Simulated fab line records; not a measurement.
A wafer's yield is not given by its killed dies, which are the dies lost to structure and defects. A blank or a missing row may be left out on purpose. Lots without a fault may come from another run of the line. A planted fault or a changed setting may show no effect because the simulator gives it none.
A struck lot beside a sound one + flow rit_cmos + 20 steps out of a route of 202
Sound: wafers L316.2, L316.4, L316.6. The struck wafers were L322.1, L322.5, L322.6. At the end, the cause is stated.
Per side, at each step with rows, come the tool, then ch with its chambers, and then its first start. Under that, the readings that differ: sound wafers + struck wafers + difference of the means + sigmas: that difference in standard deviations of wafers without a fault.
alike: words and numbers the same on both sides, and readings whose means are apart by under 2 such deviations; not compared: readings that were withheld, readings missing a value for some wafer, numbers with overlapping values and no deviation given by the record, and bounds like >300 which may hide the same value.
A row with sigmas, a row that says differs or no value, or rows on one side alone: a step with any of these is where the two part. When numbers do not overlap yet have no deviation, they are printed without sigmas and do not part them. A reading that every wafer of one side lacks parts them only if that side has two wafers or more.

RIT_CONTACT_CD_MEAS_08: the cd target is 1000 nm.
  sound on cd_sem-02 at day 3 05:21; struck on cd_sem-01 at day 4 10:17
| reading    | sound             | struck               | difference | sigmas |
|------------|-------------------|----------------------|------------|--------|
| cd_nm (nm) | 995.1 997.9 999.2 | 1001.0 1001.4 1001.3 | +3.8       | +2     |
RIT_CONTACT_OVL_MEAS_09:
  sound on overlay-02 at day 3 05:27; struck on overlay-01 at day 4 10:24
  alike: CONTACT_OVL
then, 1 step without rows for these wafers: RIT_CONTACT_HARDBAKE_10 (time 60 s).
RIT_CONTACT_ETCH_11: etches SiO2 in CHF3/CF4/Ar, stops on TiSi2, target depth 480 nm, time 320 s.
  sound on rie_diel-03 ch 1,2, day 3 05:38; struck on rie_diel-01 ch 0,2,3, day 4 10:35
| reading                     | sound       | struck      | difference | sigmas |
|-----------------------------|-------------|-------------|------------|--------|
| drypump_motor_current_A (A) | 5.6 6.6 6.7 | 5.2 4.9 5.7 | -1.0       | -2     |
  alike: O2_flow_sccm, oes_product_au, throttle_valve_pct
  not compared: rf_hours_counter_h
RIT_CONTACT_STRIP_12: strips in O2, time 180 s.
  sound on plasma_asher-03 ch 0,1, day 3 05:50; struck on plasma_asher-03 ch 0,1, day 4 10:47
  alike: drypump_motor_current_A
  not compared: rf_hours_counter_h
RIT_CONTACT_CD_MEAS_90: the cd target is 1000 nm.
  sound on cd_sem-01 at day 3 06:01; struck on cd_sem-02 at day 4 10:58
  alike: cd_nm
then, 2 steps without rows for these wafers: RIT_CONTACT_CLEAN_13 (cleans in SC1, time 600 s); RIT_CONTACT_CLEAN_14 (cleans in SC2, time 600 s).
RIT_M1_SPUTTER_00: material Al, target thk 400 nm, time 500 s.
  sound on pvd_sputter-03 at day 3 06:28; struck on pvd_sputter-03 at day 4 11:27
  alike: throttle_valve_pct
RIT_M1_RS_MEAS_01: uses a four-point probe to measure.
  sound on film_metro-01 at day 3 06:47; struck on film_metro-02 at day 4 11:44
  alike: M1_AL_RS
RIT_M1_THK_MEAS_02: measures by xrf.
  sound on film_metro-01 at day 3 06:54; struck on film_metro-02 at day 4 11:52
  alike: M1_AL_THK
then, 1 step without rows for these wafers: RIT_M1_HMDS_03 (prime time 60 s).
RIT_M1_COAT_04: resist thk 1300 nm.
  struck on litho_track-03, day 4 12:04; sound on litho_track-01 ch 0, day 3 07:07
  no value came back on the struck wafers for chill_plate_temp_C (C), dispense_pressure_kPa (kPa); on the sound wafers chill_plate_temp_C (C) reads 22.84 22.85 22.78
then, 4 steps without rows for these wafers: RIT_M1_SOFTBAKE_05 (time 60 s); RIT_M1_EXPOSE_06 (exposes mask M12, target cd 2600 nm); RIT_M1_PEB_07; RIT_M1_DEVELOP_08 (develop time 68 s).
RIT_M1_CD_MEAS_09: the cd target is 2600 nm.
  sound on cd_sem-02 at day 3 07:51; struck on cd_sem-02 at day 4 12:56
| reading    | sound                | struck | difference                    | sigmas |
|------------|----------------------|--------|-------------------------------|--------|
| cd_nm (nm) | 2601.2 2601.9 2601.0 | - - -  | no value on the struck wafers |        |
RIT_M1_OVL_MEAS_10:
  sound on overlay-01 at day 3 07:57; struck on overlay-02 at day 4 13:03
| reading     | sound        | struck | difference                    | sigmas |
|-------------|--------------|--------|-------------------------------|--------|
| M1_OVL (nm) | 1.3 1.3 -0.9 | - - -  | no value on the struck wafers |        |
RIT_M1_PROBE_99:
  sound on prober-01 at day 3 10:32; struck on prober-01 at day 4 15:37
| reading                  | sound          | struck         | difference | sigmas      |
|--------------------------|----------------|----------------|------------|-------------|
| defect_limited_yield (%) | 98.1 98.1 97.7 | 0 0 0          | -98        | -89         |
| killed_at_M0_to_M3       | 0 0 0          | 253 253 256    | +254       | +99 or more |
| killed_dies              | 5 5 6          | 264 264 264    | +259       | +86         |
| killed_on_rim            | 3 0 1          | 70 70 70       | +69        | +49         |
| sort_bin_5_function (%)  | 0.8 0.4 1.5    | 98.5 98.5 98.9 | +97.7      | +99 or more |
| sort_n_pass              | 259 259 258    | 0 0 0          | -259       | -86         |
| sort_yield_pct (%)       | 98.1 98.1 97.7 | 0 0 0          | -98        | -89         |
  alike: killed_at_contacts, killed_at_front_end, killed_open, killed_short, sort_bin_3_pad_short, sort_bin_6_memory

## WHERE THEY PART
Last at RIT_M1_PROBE_99 as far as this record goes, first at RIT_CONTACT_CD_MEAS_08.

WHY: what had been put in by the simulator
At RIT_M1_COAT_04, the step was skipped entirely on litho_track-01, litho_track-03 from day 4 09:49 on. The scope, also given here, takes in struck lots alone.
